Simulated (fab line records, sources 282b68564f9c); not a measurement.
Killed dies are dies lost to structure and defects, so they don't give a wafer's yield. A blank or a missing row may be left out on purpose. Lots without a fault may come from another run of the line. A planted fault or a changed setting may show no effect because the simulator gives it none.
Which tool did it? | flow rit_cmos | 14 lots, 42 wafers sampled, at 1 step of a route of 202

WHAT THE GAUGES READ, wafer by wafer
The record holds no reading of a measuring or inspecting step that can be judged against a usual standard deviation.

WHICH TOOL RAN EACH LOT (tool, then ch and the chambers of the sampled wafers, then the start)
lot  | RIT_ACTIVE_ETCH_13
L593 | rie_diel-02 ch 0,1, day 1 15:37
L595 | rie_diel-01 ch 0,1,2, day 2 01:16
L596 | rie_diel-02 ch 0,2,3, day 2 05:43
L597 | rie_diel-02 ch 2,3, day 2 10:50
L598 | rie_diel-03 ch 1,3, day 2 15:43
L599 | rie_diel-01 ch 2,3, day 2 20:43
L606 | rie_diel-01 ch 1,2,3, day 4 07:50
L607 | rie_diel-01 ch 1,2,3, day 4 12:43
L609 | rie_diel-03 ch 0,1,3, day 4 23:37
L611 | rie_diel-02 ch 1,2, day 5 11:16
L612 | rie_diel-02 ch 2,3, day 5 13:44
L614 | rie_diel-03 ch 2,3, day 5 23:50
L615 | rie_diel-02 ch 0,1,2, day 6 04:43
L616 | rie_diel-03 ch 0,2,3, day 6 09:50
- RIT_ACTIVE_ETCH_13: etches Si3N4 in SF6, stops on SiO2, time 210 s, target depth 210 nm.

WHAT THE TOOLS THEMSELVES READ (means of the sampled wafers that have a number; where no wafer has one, the mark that the record gives instead)
RIT_ACTIVE_ETCH_13. Usual: drypump_motor_current_A 5.97 A, standard deviation 0.3; oes_product_au 0.801 a.u., standard deviation 0.013; throttle_valve_pct 7.42 %, standard deviation 0.13.
lot  | tool        | drypump_motor_current_A (A) | oes_product_au (a.u.) | throttle_valve_pct (%) | flag
L593 | rie_diel-02 | 6.16                        | 0.781                 | 7.47                   |
L595 | rie_diel-01 | 6.10                        | 0.803                 | 7.40                   |
L596 | rie_diel-02 | 5.75                        | 0.797                 | 7.42                   |
L597 | rie_diel-02 | 5.60                        | 0.806                 | 7.38                   |
L598 | rie_diel-03 | 5.72                        | 0.800                 | 7.56                   |
L599 | rie_diel-01 | 5.83                        | 0.805                 | 7.51                   |
L606 | rie_diel-01 | 5.95                        | 0.795                 | 7.44                   |
L607 | rie_diel-01 | 5.97                        | 0.792                 | 7.44                   |
L609 | rie_diel-03 | 5.89                        | 0.801                 | 7.49                   |
L611 | rie_diel-02 | 6.23                        | 0.796                 | 7.46                   |
L612 | rie_diel-02 | 5.67                        | 0.815                 | 7.42                   |
L614 | rie_diel-03 | 5.91                        | 0.809                 | 7.25                   |
L615 | rie_diel-02 | 6.06                        | 0.787                 | 7.47                   |
L616 | rie_diel-03 | 6.11                        | 0.797                 | 7.31                   |

THE ANSWER, worked out from the rows above alone
Rule: a lot is off if the mean of its wafers that have a number lies more than 3 standard deviations from the usual mean. A lot without any number at a reading at which 4 lots or more have one is off too. The other lots that the step has rows for count as sound. The gauges are gone through in route order, then the tools' own readings, and for those a lot's mean is taken as printed above. The first step at which some lot is off is used, and at that step the reading that is off furthest; a lot without a number counts as furthest.
No lot is off at any reading shown: from this, nothing can be told.

WHAT THE SIMULATOR HAD PUT IN
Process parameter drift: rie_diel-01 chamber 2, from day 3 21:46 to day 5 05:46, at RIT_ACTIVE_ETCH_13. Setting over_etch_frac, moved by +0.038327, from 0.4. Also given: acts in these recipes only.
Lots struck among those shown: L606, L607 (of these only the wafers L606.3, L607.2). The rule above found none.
